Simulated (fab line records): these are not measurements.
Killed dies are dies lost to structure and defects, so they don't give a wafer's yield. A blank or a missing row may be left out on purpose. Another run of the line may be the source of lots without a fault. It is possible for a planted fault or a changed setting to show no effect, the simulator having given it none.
The same fault as seen by 2 desks	flow berkeleyCmos170	each desk holds nothing but its own numbers, with what lay behind them at the end

METROLOGY DESK
Means of the sampled wafers that have a number, per lot and without regard to the tool the lot ran on: this is what the gauges read. If a lot's mean is further than 4 standard deviations from the usual mean, the lot is out of limits and carries the mark OUT (the distance appears in the brackets).
Columns: A = cdNm at UCB170_V2_CD_MEAS_90, usual 700.2 nm
lot	first seen here	A
L948	day 7 09:37	702.6
L949	day 7 09:40	700.6
L947	day 7 10:10	701.2
L952	day 8 10:29	699.1
L954	day 8 22:05	702.5
L957	day 9 12:12	700.4
L956	day 9 12:44	701.3
L959	day 9 12:58	700.5
L958	day 9 13:29	700.5
L955	day 9 13:56	700.6
L964	day 10 14:20	701.5
L961	day 10 14:39	704.2
L965	day 11 12:41	705.5
L970	day 12 09:31	701.1
This desk's finding: nothing out of limits on any of the 14 lots.

THE TOOL OWNER'S DESK: rieDiel-04
The tool's own readings at UCB170_V2_ETCH_14 (etches SiO2 in CHF3/CF4/Ar, stops on Al, target depth 1250 nm, time 291 s): means of the sampled wafers that have a number, for each lot that ran on this tool. If a lot's mean is further than 4 standard deviations from the usual mean, the lot is out of limits and carries the mark OUT (the distance appears in the brackets).
Columns: A = drypumpMotorCurrentA at UCB170_V2_ETCH_14, usual 5.8 A; B = mfcArSccm at UCB170_V2_ETCH_14, usual 150.0 sccm; C = oesProductAu at UCB170_V2_ETCH_14, usual 0.879 a.u.; D = runLengthS at UCB170_V2_ETCH_14, usual 319.3 s; E = throttleValvePct at UCB170_V2_ETCH_14, usual 6.99 %
lot	first seen here	A	B	C	D	E
L948	day 7 09:20	5.6	150.1	0.870	319.5	6.99
L947	day 7 09:53	5.6	150.4	0.863	319.3	6.92
L959	day 9 12:42	5.6	149.8	0.868	319.5	6.99
L961	day 10 14:21	6.0	150.0	0.684 (-15) OUT	497.1 (+99 or more) OUT	6.94
L965	day 11 12:20	5.4	150.2	0.674 (-16) OUT	496.8 (+99 or more) OUT	6.94
Finding of this desk: L961, L965 out of limits; the first was L961 at day 10 14:21, on oesProductAu at UCB170_V2_ETCH_14. L948, L947, L959: within limits.

PUT TOGETHER
On L961, L965, at day 10 14:21, an alarm was possible from the tool owner's desk.
At the metrology desk, nothing out of limits was observed.
The metrology desk holds a record of L961, L965, inside its limits.
On rieDiel-04, each named lot ran UCB170_V2_ETCH_14.

WHAT THE SIMULATOR PUT IN
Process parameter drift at UCB170_V2_ETCH_14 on rieDiel-04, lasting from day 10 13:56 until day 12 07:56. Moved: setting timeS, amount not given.
Shown lots that were struck: L961, L965.
Delay in hours, fault start to first out-of-limits reading, by desk: the tool owner's desk at 0.
